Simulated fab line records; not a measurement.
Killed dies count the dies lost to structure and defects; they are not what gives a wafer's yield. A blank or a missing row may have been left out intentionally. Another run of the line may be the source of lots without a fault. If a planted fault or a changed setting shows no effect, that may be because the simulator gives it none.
Which of the tools did it? + flow ritCmos + 13 lots with 39 wafers sampled at 2 steps, on a route of 202 steps

WHAT EACH GAUGE READ, for each wafer
RIT_CONTACT_CD_MEAS_08: the cd target is 1000 nm.
| lot  | measured    | on       | cdNm (nm)                                 |
|------|-------------|----------|-------------------------------------------|
| L632 | day 3 05:13 | cdSem-02 | 1002.6 1002.2 1002.1                      |
| L633 | day 3 12:58 | cdSem-01 | 1004.9 1004.6 1004.4                      |
| L634 | day 3 15:44 | cdSem-01 | 999.2 1001.5 1000.3                       |
| L635 | day 3 19:05 | cdSem-02 | 1000.2 1003.3 1003.8                      |
| L636 | day 4 00:23 | cdSem-01 | 1001.3 1002.9 1002.4                      |
| L637 | day 4 05:28 | cdSem-01 | 1000.5 1001.8 1000.3                      |
| L638 | day 4 12:19 | cdSem-02 | 1004.4 1001.9 1003.9                      |
| L642 | day 5 08:29 | cdSem-01 | 1002.6 1002.3 1003.5                      |
| L643 | day 5 13:43 | cdSem-02 | 1000.9 999.5 1002.4                       |
| L644 | day 5 16:40 | cdSem-01 | 999.6 999.4 999.7                         |
| L648 | day 6 10:51 | cdSem-02 | 1150.6 1149.8 1150.1 1150.3 1150.2 1150.0 |
| L649 | day 6 17:18 | cdSem-02 | 999.4 1000.5 998.3                        |
| L655 | day 7 22:16 | cdSem-02 | 998.1 1001.7 999.0                        |

WHAT TOOL EACH LOT RAN ON (gives the tool, then ch and the chambers of the sampled wafers, and finally the start)
| lot  | RIT_CONTACT_EXPOSE_05             |
|------|-----------------------------------|
| L632 | ilineStepper-01 ch 0, day 3 04:32 |
| L633 | ilineStepper-02 ch 0, day 3 12:26 |
| L634 | ilineStepper-01 ch 0, day 3 15:13 |
| L635 | ilineStepper-02 ch 0, day 3 18:34 |
| L636 | ilineStepper-01 ch 0, day 3 23:52 |
| L637 | ilineStepper-01 ch 0, day 4 04:57 |
| L638 | ilineStepper-01 ch 0, day 4 11:47 |
| L642 | ilineStepper-02 ch 0, day 5 07:58 |
| L643 | ilineStepper-02 ch 0, day 5 13:12 |
| L644 | ilineStepper-02 ch 0, day 5 16:04 |
| L648 | ilineStepper-02 ch 0, day 6 10:20 |
| L649 | ilineStepper-01 ch 0, day 6 16:47 |
| L655 | ilineStepper-02 ch 0, day 7 21:43 |
- RIT_CONTACT_EXPOSE_05: exposes mask M11, target cd 1000 nm.

AS READ BY THE TOOLS THEMSELVES (means over the sampled wafers that have a number; for cases with no such wafer, the mark the record gives instead)
RIT_CONTACT_EXPOSE_05.
| lot  | tool            | stageVelMmS (mm/s) |
|------|-----------------|--------------------|
| L632 | ilineStepper-01 | 499.80             |
| L633 | ilineStepper-02 | 500.31             |
| L634 | ilineStepper-01 | 500.06             |
| L635 | ilineStepper-02 | 499.71             |
| L636 | ilineStepper-01 | 499.96             |
| L637 | ilineStepper-01 | 500.03             |
| L638 | ilineStepper-01 | 500.19             |
| L642 | ilineStepper-02 | 499.70             |
| L643 | ilineStepper-02 | 500.26             |
| L644 | ilineStepper-02 | 499.92             |
| L648 | ilineStepper-02 | 500.05             |
| L649 | ilineStepper-01 | 500.13             |
| L655 | ilineStepper-02 | 499.93             |

THE ANSWER, worked out from the rows above alone
Rule: usual is defined by the lots themselves. The widest of any qualifying gaps counts: lots, ordered by their means at a reading, are off when they make up no more than a third of the lots, leave a main group of 4 or more, and stand apart from it by 3 or more times the standard deviation of that group's means. Not used: any main group whose means are identical at the precision the tables above print for the reading. Also off: a lot with no number at a reading for which 4 or more lots have one. All remaining lots with rows at the step are treated as sound. After the gauges, taken in route order, come the tools' own readings; for these a lot's mean is taken, as printed above. The first step at which some lot is off is used, and at that step the reading that is off furthest; a lot without a number counts as furthest.
Off: L648 (RIT_CONTACT_CD_MEAS_08, cdNm). The main group has a mean of 1001.5 nm with a standard deviation of 1.6.
A tool fits if, at a process step before that reading, it ran every lot that is off, and no sound lot after the first of them. The gauges at RIT_CONTACT_CD_MEAS_08 are tried like those tools. None of those tried fits.

WHAT THE SIMULATOR HAD PUT IN
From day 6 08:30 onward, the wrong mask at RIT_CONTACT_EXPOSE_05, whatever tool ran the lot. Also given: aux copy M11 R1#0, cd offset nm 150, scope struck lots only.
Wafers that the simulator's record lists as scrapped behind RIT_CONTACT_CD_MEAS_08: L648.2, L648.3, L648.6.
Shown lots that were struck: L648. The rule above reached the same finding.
